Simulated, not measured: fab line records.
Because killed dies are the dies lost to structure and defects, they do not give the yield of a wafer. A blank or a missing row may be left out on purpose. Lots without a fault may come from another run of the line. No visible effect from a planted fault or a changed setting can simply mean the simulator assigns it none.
Struck lot and sound lot, side by side || flow berkeleyCmos170 || 32 out of 331 route steps
Sound: wafers L475.3, L475.5, L475.6. Struck: wafers L485.1, L485.3, L485.5. At the end, the cause is stated.
At each step with rows: each side's tool, then ch and its chambers, then its first start. Under that, the readings that differ: sound wafers || struck wafers || difference of the means || sigmas: that difference in standard deviations of wafers without a fault.
alike: words and numbers the same on both sides, and readings whose means are apart by under 2 such deviations; not compared: readings that were withheld, readings missing a value for some wafer, numbers with overlapping values and no deviation given by the record, and bounds like >300 which may hide the same value.
The two part at a step that has a row with sigmas, a row that says differs or no value, or rows on one side only. When numbers do not overlap yet have no deviation, they are printed without sigmas and do not part them. A reading that every wafer of one side lacks parts them only if that side has two wafers or more.

UCB170_SDANNEAL_RTA_01: time 5 s.
  sound on rtpAnneal-02 ch 0, day 9 18:01; struck on rtpAnneal-02 ch 0, day 11 18:03
  alike: lampPowerPct, wafer_temp_C_max
UCB170_SDANNEAL_RS_MEAS_02: uses a four-point probe to measure.
  sound on filmMetro-03, day 9 18:05; struck on filmMetro-02, day 11 18:07
{"reading": "PSD_RS (ohm/sq)", "sound": "75.4 75.6 75.5", "struck": "76.4 76.7 76.4", "difference": "+1.0", "sigmas": "+3"}
UCB170_SDANNEAL_RS_MEAS_03: uses a four-point probe to measure.
  sound on filmMetro-03, day 9 18:13; struck on filmMetro-02, day 11 18:14
{"reading": "NSD_RS (ohm/sq)", "sound": "37.09 37.17 37.15", "struck": "37.34 37.42 37.23", "difference": "+0.19", "sigmas": "+2"}
UCB170_SDANNEAL_RS_MEAS_04: uses a four-point probe to measure.
  sound on filmMetro-03, day 9 18:20; struck on filmMetro-02, day 11 18:21
  alike: PLDD_RS
UCB170_SDANNEAL_RS_MEAS_05: uses a four-point probe to measure.
  sound on filmMetro-03, day 9 18:27; struck on filmMetro-02, day 11 18:28
  alike: NLDD_RS
then, 2 steps without rows for these wafers: UCB170_SILICIDE_PRE_CLEAN_00 (preclean etch time 60 s); UCB170_SILICIDE_SPUTTER_01 (material Ti, target thk 30 nm, time 24.02 s).
UCB170_SILICIDE_RS_MEAS_02: uses a four-point probe to measure.
  sound on filmMetro-01, day 9 18:40; struck on filmMetro-01, day 11 18:41
  alike: SILICIDE_TI_RS
UCB170_SILICIDE_THK_MEAS_03: measures by xrf.
  sound on filmMetro-01, day 9 18:46; struck on filmMetro-01, day 11 18:48
  alike: SILICIDE_TI_THK
UCB170_SILICIDE_RTA_04: time 15 s.
  sound on rtpAnneal-01 ch 0, day 9 18:50; struck on rtpAnneal-02 ch 0, day 11 18:52
{"reading": "lampPowerPct (%)", "sound": "7.8 7.8 7.8", "struck": "10.4 10.4 10.4", "difference": "+2.6", "sigmas": "+2"}
  alike: wafer_temp_C_max
then, 2 steps without rows for these wafers: UCB170_SILICIDE_WET_ETCH_05 (etches Ti in SPM, time 45 s); UCB170_CONTACT_CLEAN_00 (cleans in SPM, time 600 s).
UCB170_CONTACT_CVD_01: deposits PSG from SiH4/O2/PH3, target thk 700 nm, time 2820 s.
  sound on lpcvd-02 ch 1, day 9 20:24; struck on lpcvd-01 ch 0, day 11 19:46
{"reading": "model.PSG_of_CONTACT_CVD_01.thkNm (nm)", "sound": "706.2 707.3 708.7", "struck": "977.8 982.4 980.5", "difference": "+272.8", "sigmas": ""}
UCB170_CONTACT_THK_MEAS_02:
  sound on filmMetro-02, day 9 22:12; struck on filmMetro-04, day 11 22:26
{"reading": "CONTACT_PSG_THK (nm)", "sound": "706 707 709", "struck": "978 982 980", "difference": "+273", "sigmas": "+47"}
then, 3 steps without rows for these wafers: UCB170_CONTACT_HMDS_03 (prime time 60 s); UCB170_CONTACT_COAT_04 (resist thk 900 nm); UCB170_CONTACT_SOFTBAKE_05 (time 60 s).
UCB170_CONTACT_STRIP_06: strips in O2.
  sound on plasmaAsher-02 ch 0,1, day 9 22:43; struck on plasmaAsher-02 ch 0,1, day 11 23:22
  alike: drypumpMotorCurrentA, oesProductAu, stripTimeToEndpointS
  not compared: rfHoursCounterH
then, 1 step without rows for these wafers: UCB170_CONTACT_CLEAN_07 (cleans in SPM, time 600 s).
UCB170_CONTACT_RTA_08: time 10 s.
  sound on rtpAnneal-02 ch 0, day 9 23:00; struck on rtpAnneal-02 ch 0, day 11 23:45
  alike: lampPowerPct, wafer_temp_C_max
then, 6 steps without rows for these wafers: UCB170_CONTACT_COAT_09; UCB170_CONTACT_COAT_10 (resist thk 900 nm); UCB170_CONTACT_SOFTBAKE_11 (time 60 s); UCB170_CONTACT_EXPOSE_12 (exposes mask CONT, target cd 700 nm); UCB170_CONTACT_PEB_13; UCB170_CONTACT_DEVELOP_14 (develop time 45 s).
UCB170_CONTACT_CD_MEAS_15: the cd target is 700 nm.
  sound on cdSem-02, day 10 00:10; struck on cdSem-01, day 12 02:22
  alike: cdNm
UCB170_CONTACT_OVL_MEAS_16:
  sound on overlay-02, day 10 00:15; struck on overlay-01, day 12 02:29
  alike: CONTACT_OVL
then, 1 step without rows for these wafers: UCB170_CONTACT_ETCH_17 (etches BARC in N2/H2).
UCB170_CONTACT_ETCH_18: etches PSG in CHF3/CF4/Ar, stops on TiSi2, target depth 840 nm, time 195 s.
  sound: rieDiel-01 ch 1,2; struck: rieDiel-01 ch 0,2,3
{"reading": "oesProductAu (a.u.)", "sound": "0.874 0.920 0.879", "struck": "0.999 0.989 0.988", "difference": "+0.101", "sigmas": "+7"}
{"reading": "model.etch.depthNm (nm)", "sound": "706.2 707.3 708.7", "struck": "836.4 845.2 855.8", "difference": "+138.4", "sigmas": ""}
{"reading": "model.CONTACT.featureDepthNm (nm)", "sound": "706.2 707.3 708.7", "struck": "836.4 845.2 855.8", "difference": "+138.4", "sigmas": ""}
  alike: drypumpMotorCurrentA, throttleValvePct
  not compared: rfHoursCounterH
UCB170_CONTACT_STRIP_19: strips in O2.
  sound on plasmaAsher-01 ch 0,1, day 10 00:29; struck on plasmaAsher-02 ch 0,1, day 12 02:41
  alike: drypumpMotorCurrentA, oesProductAu
  not compared: rfHoursCounterH
UCB170_M3_PROBE_99:
  rows exist in the record for the struck wafers here (prober-02, day 12 18:13), but not for the sound ones

## WHERE THEY PART
Earliest at UCB170_SDANNEAL_RS_MEAS_02; latest, in this record, at UCB170_M3_PROBE_99.

WHY: whatever the simulator had introduced
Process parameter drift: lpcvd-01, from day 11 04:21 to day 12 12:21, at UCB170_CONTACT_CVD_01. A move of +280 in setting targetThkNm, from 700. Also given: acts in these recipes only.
